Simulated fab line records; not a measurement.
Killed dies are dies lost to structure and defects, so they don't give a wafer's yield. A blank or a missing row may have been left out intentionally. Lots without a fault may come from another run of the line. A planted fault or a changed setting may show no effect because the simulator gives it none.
fab line records -- flow berkeley-cmos170
record: lots: 5, wafers: 15, last-day: 11
route steps=331 shown CONTACT@217
lots with no fault: from the same line, run without faults
start-h: hours from the record's first day to the start of the lot's first wafer shown -- wait-h: hours from the lot's prior step to this one -- " identical to the entry in the row above -- L1.1+2: a single row standing in for several wafers -- - no value, or no start was given -- * or withheld: withheld -- < > ~ a bound
route shown NAME@n: names a module that has steps shown in the file, with the first one's number in the route -- usual: mean/standard deviation taken from wafers without a fault -- same: alike in all rows -- chamber/n: place in a boat -- sites: each site's reading -- _std_site: standard deviation across them -- _edge_site: outer sites' mean less inner sites' -- radius-mm: for every site, how far away it sits from the centre of the wafer -- mask NAME#n: copy n -- behind: the last tool/chamber to shape the wafer -- hold: the reason the lot was held/the length of the hold in hours/how it ended -- device: whichever transistor did not switch (one of n, p or np) -- end of line: the tests these same wafers got at the end of their route -- where a step has no rows: the recipe by itself -- killed: dies lost to structure and defects at the first sort, not the wafer's yield -- map: the dies of a wafer, with x for killed, . for not killed, _ for no die there
set.NAME: the run value of the setting; set.NAME@STEP: its run value at that earlier step -- model.NAME: the simulator's own value behind a step, which no gauge read
lots seen at some steps along the route; tables by step, rows by wafer
services: a tool's chamber out of use, with start hour (start-h, from the record's first day; less than 0 if before it), hours out, and reason
== steps ==
step: UCB170_CONTACT_CVD_01
recipe: material: PSG, target-thk-nm: 700, temp-c: 450, precursor: SiH4/O2/PH3, time-s: 2820, pressure-mtorr: 300, sih4-flow-sccm: 60, o2-flow-sccm: 90, ph3-flow-sccm: 25
same: time-s: 2820
lot.wafer,tool,chamber,start-h,wait-h
L076.2+4+6,lpcvd-01,0,154.13,0.7
L082.2+3+4,lpcvd-01,1,187.76,0.7
L090.1+3+4,lpcvd-01,0,219.58,0.8
L091.2+4+5,lpcvd-01,0,219.58,0.2
L095.1+4+6,lpcvd-01,0,239.63,0.6
step: UCB170_CONTACT_THK_MEAS_02
recipe: reads: PSG_of_CONTACT_CVD_01
usual: CONTACT_PSG_THK: 699/5.8
lot.wafer,tool,chamber,start-h,wait-h,CONTACT_PSG_THK[nm]
L076.2,film-metro-03,-,155.92,0.0,688
L076.4,film-metro-03,-,155.92,0.0,687
L076.6,film-metro-03,-,155.92,0.0,688
L082.2,film-metro-03,-,189.56,0.0,706
L082.3,film-metro-03,-,189.56,0.0,706
L082.4,film-metro-03,-,189.56,0.0,707
L090.1,film-metro-03,-,221.36,0.0,698
L090.3,film-metro-03,-,221.36,0.0,693
L090.4,film-metro-03,-,221.36,0.0,696
L091.2,film-metro-01,-,221.37,0.0,707
L091.4,film-metro-01,-,221.37,0.0,710
L091.5,film-metro-01,-,221.37,0.0,707
L095.1,film-metro-01,-,241.41,0.0,699
L095.4,film-metro-01,-,241.41,0.0,698
L095.6,film-metro-01,-,241.41,0.0,701
step: UCB170_CONTACT_HMDS_03
recipe: prime-time-s: 60, prime-temp-c: 100
lot.wafer,tool,chamber,start-h,wait-h
L076.2+4+6,litho-track-01,0,156.00,0.1
L082.2+3+4,litho-track-03,0,189.96,0.4
L090.1+3+4,litho-track-01,0,221.56,0.2
L091.2+4+5,litho-track-04,0,221.84,0.5
L095.1+4+6,litho-track-01,0,242.06,0.6
step: UCB170_CONTACT_COAT_04
recipe: resist: KrF, spin-rpm: 1500, resist-thk-nm: 900
usual: spin-speed-rpm: 1500.2/1.1
lot.wafer,tool,chamber,start-h,wait-h,spin-speed-rpm
L076.2,litho-track-01,0,156.15,0.1,1499.8
L076.4,litho-track-01,0,156.15,0.1,1499.0
L076.6,litho-track-01,0,156.15,0.1,1499.1
L082.2,litho-track-03,0,190.11,0.1,1499.7
L082.3,litho-track-03,0,190.11,0.1,1501.1
L082.4,litho-track-03,0,190.11,0.1,1498.9
L090.1,litho-track-01,0,221.71,0.1,1501.7
L090.3,litho-track-01,0,221.71,0.1,1501.4
L090.4,litho-track-01,0,221.71,0.1,1502.3
L091.2,litho-track-04,0,221.99,0.1,1501.4
L091.4,litho-track-04,0,221.99,0.1,1500.5
L091.5,litho-track-04,0,221.99,0.1,1499.1
L095.1,litho-track-01,0,242.21,0.1,1501.2
L095.4,litho-track-01,0,242.21,0.1,1501.8
L095.6,litho-track-01,0,242.21,0.1,1501.0
step: UCB170_CONTACT_SOFTBAKE_05
recipe: resist: KrF, temp-c: 130, time-s: 60
usual: plate-temp-C: 129.99/0.15
same: time-s: 60
lot.wafer,tool,chamber,start-h,wait-h,plate-temp-C
L076.2,litho-track-01,0,156.30,0.1,129.76
L076.4,litho-track-01,0,156.30,0.1,129.78
L076.6,litho-track-01,0,156.30,0.1,130.07
L082.2,litho-track-03,0,190.26,0.1,129.79
L082.3,litho-track-03,0,190.26,0.1,129.96
L082.4,litho-track-03,0,190.26,0.1,129.86
L090.1,litho-track-01,0,221.86,0.1,130.01
L090.3,litho-track-01,0,221.86,0.1,129.73
L090.4,litho-track-01,0,221.86,0.1,129.91
L091.2,litho-track-04,0,222.14,0.1,130.21
L091.4,litho-track-04,0,222.14,0.1,130.12
L091.5,litho-track-04,0,222.14,0.1,129.82
L095.1,litho-track-01,0,242.36,0.1,130.01
L095.4,litho-track-01,0,242.36,0.1,130.10
L095.6,litho-track-01,0,242.36,0.1,130.20
step: UCB170_CONTACT_STRIP_06
recipe: chemistry: O2, power-w: 400, pressure-mtorr: 3500, platen-temp-c: withheld, o2-flow-sccm: 400, overash-fraction: 0.5
usual: drypump-motor-current-A: 5.7/0.43, oes-product-au: 0.735/0.0045, strip-time-to-endpoint-s: 21.99/0.064
lot.wafer,tool,chamber,start-h,wait-h,drypump-motor-current-A,oes-product-au,rf-hours-counter-h,strip-time-to-endpoint-s
L076.2,plasma-asher-03,1,156.42,0.1,5.9,0.730,48,22.03
L076.4,plasma-asher-03,0,156.42,0.1,6.2,0.735,-,21.98
L076.6,plasma-asher-03,1,156.42,0.1,5.9,0.733,-,21.98
L082.2,plasma-asher-03,0,190.38,0.1,6.2,0.736,52,22.06
L082.3,plasma-asher-03,1,190.38,0.1,5.8,0.728,-,21.99
L082.4,plasma-asher-03,0,190.38,0.1,6.2,0.736,-,22.09
L090.1,plasma-asher-01,0,222.01,0.1,5.0,0.738,43,21.99
L090.3,plasma-asher-01,0,222.01,0.1,4.9,0.728,-,22.02
L090.4,plasma-asher-01,1,222.01,0.1,6.3,0.732,-,21.99
L091.2,plasma-asher-03,1,222.26,0.1,5.9,0.738,56,22.01
L091.4,plasma-asher-03,1,222.26,0.1,5.8,0.742,-,22.01
L091.5,plasma-asher-03,0,222.26,0.1,6.2,0.733,-,21.99
L095.1,plasma-asher-03,1,242.51,0.1,5.8,0.736,59,21.98
L095.4,plasma-asher-03,0,242.51,0.1,6.2,0.737,-,22.06
L095.6,plasma-asher-03,0,242.51,0.1,6.2,0.730,-,21.97
step: UCB170_CONTACT_CLEAN_07
recipe: chemistry: SPM, temp-c: 120, time-s: 600
usual: bath-heat-duty-pct: 13.7/1.2
same: time-s: 600
lot.wafer,tool,chamber,start-h,wait-h,bath-heat-duty-pct
L076.2,wet-bench-02,0,156.52,0.1,11.7
L076.4,wet-bench-02,0,156.52,0.1,11.4
L076.6,wet-bench-02,0,156.52,0.1,12.5
L082.2,wet-bench-02,2,190.48,0.1,15.6
L082.3,wet-bench-02,2,190.48,0.1,15.5
L082.4,wet-bench-02,2,190.48,0.1,13.2
L090.1,wet-bench-01,1,222.40,0.4,14.4
L090.3,wet-bench-01,1,222.40,0.4,14.7
L090.4,wet-bench-01,1,222.40,0.4,13.5
L091.2,wet-bench-01,1,222.40,0.1,13.8
L091.4,wet-bench-01,1,222.40,0.1,12.9
L091.5,wet-bench-01,1,222.40,0.1,13.2
L095.1,wet-bench-01,2,242.61,0.1,12.4
L095.4,wet-bench-01,2,242.61,0.1,13.0
L095.6,wet-bench-01,2,242.61,0.1,13.9
step: UCB170_CONTACT_RTA_08
recipe: temp-c: 900, time-s: 10, ambient: N2
usual: lamp-power-pct: 21.1/0.8, wafer_temp_C_max: 903.4/1.1
same: time-s: 10
lot.wafer,tool,chamber,start-h,wait-h,lamp-power-pct,wafer_temp_C_max
L076.2,rtp-anneal-02,0,156.71,0.0,20.4,904.4
L076.4,rtp-anneal-02,0,156.71,0.0,20.4,902.9
L076.6,rtp-anneal-02,0,156.71,0.0,20.5,902.7
L082.2,rtp-anneal-02,0,190.67,0.0,20.5,903.1
L082.3,rtp-anneal-02,0,190.67,0.0,20.5,903.1
L082.4,rtp-anneal-02,0,190.67,0.0,20.5,902.7
L090.1,rtp-anneal-02,0,222.64,0.1,20.5,902.5
L090.3,rtp-anneal-02,0,222.64,0.1,20.5,902.3
L090.4,rtp-anneal-02,0,222.64,0.1,20.5,902.7
L091.2,rtp-anneal-02,0,222.72,0.1,20.5,902.7
L091.4,rtp-anneal-02,0,222.72,0.1,20.5,902.3
L091.5,rtp-anneal-02,0,222.72,0.1,20.5,902.6
L095.1,rtp-anneal-01,0,242.79,0.0,22.1,903.5
L095.4,rtp-anneal-01,0,242.79,0.0,22.1,905.3
L095.6,rtp-anneal-01,0,242.79,0.0,22.1,904.5
step: UCB170_CONTACT_COAT_09
recipe: resist: BARC, temp-c: withheld, time-s: withheld, spin-rpm: 3000, resist-thk-nm: withheld
usual: spin-speed-rpm: 2999.7/2.2
lot.wafer,tool,chamber,start-h,wait-h,spin-speed-rpm
L076.2,litho-track-03,0,156.79,0.1,2997.2
L076.4,litho-track-03,0,156.79,0.1,2998.4
L076.6,litho-track-03,0,156.79,0.1,2998.7
L082.2,litho-track-01,0,191.28,0.6,2998.7
L082.3,litho-track-01,0,191.28,0.6,2998.0
L082.4,litho-track-01,0,191.28,0.6,2998.9
L090.1,litho-track-03,0,223.09,0.4,3001.1
L090.3,litho-track-03,0,223.09,0.4,3000.3
L090.4,litho-track-03,0,223.09,0.4,3002.6
L091.2,litho-track-01,0,223.21,0.5,2997.1
L091.4,litho-track-01,0,223.21,0.5,3001.8
L091.5,litho-track-01,0,223.21,0.5,3003.0
L095.1,litho-track-01,0,242.96,0.2,3002.3
L095.4,litho-track-01,0,242.96,0.2,3002.8
L095.6,litho-track-01,0,242.96,0.2,3000.8
step: UCB170_CONTACT_COAT_10
recipe: resist: KrF, spin-rpm: 1500, resist-thk-nm: 900
usual: spin-speed-rpm: 1499.9/1.2
lot.wafer,tool,chamber,start-h,wait-h,spin-speed-rpm
L076.2,litho-track-03,0,-,-,1499.1
L076.4,litho-track-03,0,-,-,1499.4
L076.6,litho-track-03,0,-,-,1499.4
L082.2,litho-track-01,0,-,-,1500.1
L082.3,litho-track-01,0,-,-,1500.0
L082.4,litho-track-01,0,-,-,1499.9
L090.1,litho-track-03,0,-,-,1500.2
L090.3,litho-track-03,0,-,-,1499.1
L090.4,litho-track-03,0,-,-,1499.4
L091.2,litho-track-01,0,-,-,1499.8
L091.4,litho-track-01,0,-,-,1499.5
L091.5,litho-track-01,0,-,-,1501.6
L095.1,litho-track-01,0,-,-,1499.4
L095.4,litho-track-01,0,-,-,1500.2
L095.6,litho-track-01,0,-,-,1499.0
step: UCB170_CONTACT_SOFTBAKE_11
recipe: resist: KrF, temp-c: 130, time-s: 60
usual: plate-temp-C: 129.98/0.14
same: time-s: 60
lot.wafer,tool,chamber,start-h,wait-h,plate-temp-C
L076.2,litho-track-03,0,-,-,129.67
L076.4,litho-track-03,0,-,-,129.91
L076.6,litho-track-03,0,-,-,129.75
L082.2,litho-track-01,0,-,-,130.15
L082.3,litho-track-01,0,-,-,130.20
L082.4,litho-track-01,0,-,-,129.98
L090.1,litho-track-03,0,-,-,129.99
L090.3,litho-track-03,0,-,-,130.05
L090.4,litho-track-03,0,-,-,130.15
L091.2,litho-track-01,0,-,-,129.99
L091.4,litho-track-01,0,-,-,129.86
L091.5,litho-track-01,0,-,-,129.93
L095.1,litho-track-01,0,-,-,129.85
L095.4,litho-track-01,0,-,-,129.90
L095.6,litho-track-01,0,-,-,130.11
step: UCB170_CONTACT_EXPOSE_12
recipe: mask-id: CONT, target-cd-nm: 700, na: 0.5, sigma-outer: 0.6, source-shape: conventional, dose-mj: 35
same: sigma-outer: 0.6
lot.wafer,tool,chamber,start-h,wait-h,mask
L076.2+4+6,krf-scanner-01,0,157.24,-,CONT#0
L082.2+3+4,krf-scanner-02,0,191.72,-,CONT#0
L090.1+3+4,krf-scanner-02,0,223.67,-,CONT#0
L091.2+4+5,krf-scanner-02,0,223.80,-,CONT#0
L095.1+4+6,krf-scanner-02,0,243.41,-,CONT#0
step: UCB170_CONTACT_PEB_13
recipe: peb-temp-c: 130, peb-time-s: withheld, resist: KrF
usual: plate-temp-C: 130.00/0.14
lot.wafer,tool,chamber,start-h,wait-h,plate-temp-C
L076.2,litho-track-04,0,157.51,0.3,130.06
L076.4,litho-track-04,0,157.51,0.3,130.15
L076.6,litho-track-04,0,157.51,0.3,130.07
L082.2,litho-track-01,0,192.46,0.7,130.18
L082.3,litho-track-01,0,192.46,0.7,130.06
L082.4,litho-track-01,0,192.46,0.7,129.99
L090.1,litho-track-04,0,223.99,0.3,130.03
L090.3,litho-track-04,0,223.99,0.3,129.99
L090.4,litho-track-04,0,223.99,0.3,129.97
L091.2,litho-track-03,0,224.02,0.2,129.96
L091.4,litho-track-03,0,224.02,0.2,130.05
L091.5,litho-track-03,0,224.02,0.2,130.02
L095.1,litho-track-01,0,243.53,0.1,129.87
L095.4,litho-track-01,0,243.53,0.1,129.76
L095.6,litho-track-01,0,243.53,0.1,129.86
step: UCB170_CONTACT_DEVELOP_14
recipe: developer: TMAH, develop-time-s: 45, resist: KrF, dev-temp-c: 21
lot.wafer,tool,chamber,start-h,wait-h
L076.2+4+6,litho-track-04,0,-,-
L082.2+3+4,litho-track-01,0,-,-
L090.1+3+4,litho-track-04,0,-,-
L091.2+4+5,litho-track-03,0,-,-
L095.1+4+6,litho-track-01,0,-,-
step: UCB170_CONTACT_CD_MEAS_15
recipe: target-cd-nm: 700
usual: cd-nm: 699.6/1.6
lot.wafer,tool,chamber,start-h,wait-h,cd-nm
L076.2,cd-sem-02,-,157.78,-,698.6
L076.4,cd-sem-02,-,157.78,-,699.6
L076.6,cd-sem-02,-,157.78,-,698.5
L082.2,cd-sem-02,-,192.73,-,698.9
L082.3,cd-sem-02,-,192.73,-,700.0
L082.4,cd-sem-02,-,192.73,-,699.5
L090.1,cd-sem-01,-,224.26,-,701.4
L090.3,cd-sem-01,-,224.26,-,698.5
L090.4,cd-sem-01,-,224.26,-,699.3
L091.2,cd-sem-02,-,224.30,-,695.2
L091.4,cd-sem-02,-,224.30,-,696.8
L091.5,cd-sem-02,-,224.30,-,696.0
L095.1,cd-sem-01,-,243.80,-,697.8
L095.4,cd-sem-01,-,243.80,-,697.6
L095.6,cd-sem-01,-,243.80,-,697.6
step: UCB170_CONTACT_OVL_MEAS_16
usual: CONTACT_OVL: 1/4.9
lot.wafer,tool,chamber,start-h,wait-h,CONTACT_OVL[nm]
L076.2,overlay-01,-,157.88,0.1,6
L076.4,overlay-01,-,157.88,0.1,0
L076.6,overlay-01,-,157.88,0.1,3
L082.2,overlay-02,-,192.83,0.1,-3
L082.3,overlay-02,-,192.83,0.1,1
L082.4,overlay-02,-,192.83,0.1,-7
L090.1,overlay-01,-,224.38,0.1,1
L090.3,overlay-01,-,224.38,0.1,6
L090.4,overlay-01,-,224.38,0.1,4
L091.2,overlay-02,-,224.41,0.1,7
L091.4,overlay-02,-,224.41,0.1,9
L091.5,overlay-02,-,224.41,0.1,4
L095.1,overlay-01,-,243.92,0.1,-2
L095.4,overlay-01,-,243.92,0.1,-1
L095.6,overlay-01,-,243.92,0.1,-1
step: UCB170_CONTACT_ETCH_17
recipe: chemistry: N2/H2, target-depth-a: withheld, overetch-a: withheld, target: BARC, time-s: withheld, source-w: 500, bias-w: 100, pressure-mtorr: 30, n2-flow-sccm: 100, h2-flow-sccm: 200
usual: drypump-motor-current-A: 5.7/0.58, oes-product-au: 0.995/0.019, throttle-valve-pct: 13.37/0.17
lot.wafer,tool,chamber,start-h,wait-h,drypump-motor-current-A,oes-product-au,throttle-valve-pct
L076.2,rie-diel-03,2,157.91,0.0,6.5,1.012,13.46
L076.4,rie-diel-03,3,157.91,0.0,6.7,1.005,13.22
L076.6,rie-diel-03,2,157.91,0.0,6.5,1.014,13.47
L082.2,rie-diel-03,3,192.86,0.0,6.7,0.978,13.22
L082.3,rie-diel-03,1,192.86,0.0,6.0,0.983,13.54
L082.4,rie-diel-03,0,192.86,0.0,6.0,0.985,13.46
L090.1,rie-diel-03,3,224.42,0.0,6.7,0.974,13.20
L090.3,rie-diel-03,0,224.42,0.0,6.0,0.982,13.45
L090.4,rie-diel-03,2,224.42,0.0,6.5,1.020,13.45
L091.2,rie-diel-01,1,224.44,0.0,5.0,0.982,13.44
L091.4,rie-diel-01,0,224.44,0.0,5.9,0.958,13.23
L091.5,rie-diel-01,2,224.44,0.0,5.1,1.021,13.45
L095.1,rie-diel-01,1,243.96,0.0,5.0,0.955,13.43
L095.4,rie-diel-01,0,243.96,0.0,5.9,0.956,13.22
L095.6,rie-diel-01,3,243.96,0.0,5.5,1.005,13.09
step: UCB170_CONTACT_ETCH_18
recipe: chemistry: CHF3/CF4/Ar, target: PSG, stop-on: TiSi2, CHF3_flow_sccm: 45, cf4-flow-sccm: 15, Ar_flow_sccm: 150, pressure-mtorr: 200, rf-w: 700, target-depth-a: 8400, over-etch-frac: 0.2, time-s: 195
usual: drypump-motor-current-A: 5.7/0.58, oes-product-au: 0.897/0.012, throttle-valve-pct: 6.96/0.12
same: time-s: 195
lot.wafer,tool,chamber,start-h,wait-h,drypump-motor-current-A,oes-product-au,rf-hours-counter-h,throttle-valve-pct
L076.2,rie-diel-03,2,-,-,6.5,0.899,128,7.10
L076.4,rie-diel-03,3,-,-,6.6,0.885,92,6.85
L076.6,rie-diel-03,2,-,-,6.5,0.899,-,7.10
L082.2,rie-diel-03,3,-,-,6.7,0.887,94,6.84
L082.3,rie-diel-03,1,-,-,6.0,0.891,20,7.06
L082.4,rie-diel-03,0,-,-,5.9,0.892,19,7.02
L090.1,rie-diel-03,3,-,-,6.7,0.890,95,6.84
L090.3,rie-diel-03,0,-,-,6.0,0.875,20,7.03
L090.4,rie-diel-03,2,-,-,6.5,0.912,132,7.09
L091.2,rie-diel-01,1,-,-,5.0,0.900,12,7.02
L091.4,rie-diel-01,0,-,-,5.9,0.887,42,6.80
L091.5,rie-diel-01,2,-,-,5.0,0.906,-,7.03
L095.1,rie-diel-01,1,-,-,5.0,0.895,13,7.00
L095.4,rie-diel-01,0,-,-,5.9,0.890,44,6.81
L095.6,rie-diel-01,3,-,-,5.5,0.895,-,6.81
step: UCB170_CONTACT_STRIP_19
recipe: chemistry: O2, power-w: 400, pressure-mtorr: 3500, platen-temp-c: withheld, o2-flow-sccm: 400, overash-fraction: 0.5
usual: drypump-motor-current-A: 5.7/0.48, oes-product-au: 0.725/0.0049
lot.wafer,tool,chamber,start-h,wait-h,drypump-motor-current-A,oes-product-au,rf-hours-counter-h
L076.2,plasma-asher-03,0,158.08,-,6.2,0.726,48
L076.4,plasma-asher-03,1,158.08,-,5.9,0.723,-
L076.6,plasma-asher-03,0,158.08,-,6.2,0.732,-
L082.2,plasma-asher-01,1,193.03,-,6.4,0.726,39
L082.3,plasma-asher-01,1,193.03,-,6.3,0.724,-
L082.4,plasma-asher-01,0,193.03,-,4.9,0.728,-
L090.1,plasma-asher-03,0,224.58,-,6.2,0.734,56
L090.3,plasma-asher-03,0,224.58,-,6.2,0.723,-
L090.4,plasma-asher-03,1,224.58,-,5.9,0.728,-
L091.2,plasma-asher-02,0,224.60,-,5.2,0.731,11
L091.4,plasma-asher-02,0,224.60,-,5.2,0.727,-
L091.5,plasma-asher-02,0,224.60,-,5.2,0.733,-
L095.1,plasma-asher-01,1,244.13,-,6.4,0.724,46
L095.4,plasma-asher-01,0,244.13,-,4.9,0.728,-
L095.6,plasma-asher-01,1,244.13,-,6.3,0.722,-
== services ==
tool,chamber,start-h,hours,kind
krf-scanner-02,-,171.85,0.8,pm
krf-scanner-01,-,182.35,1.3,pm
rtp-anneal-01,-,185.50,6.9,pm
rie-diel-03,1,193.92,3.0,repair
rtp-anneal-01,-,199.45,33.4,pm
krf-scanner-01,-,200.27,2.0,repair
plasma-asher-02,-,205.12,2.1,repair
krf-scanner-01,-,207.01,1.0,pm
krf-scanner-01,-,208.85,0.8,pm
krf-scanner-02,-,210.17,1.0,pm
rie-diel-03,2,227.47,1.5,repair
krf-scanner-02,-,228.49,1.3,pm
rie-diel-03,-,237.47,0.9,repair
krf-scanner-02,-,238.93,0.7,repair
lpcvd-01,-,241.72,6.1,pm
krf-scanner-01,-,242.23,3.9,repair
== key ==
fault none
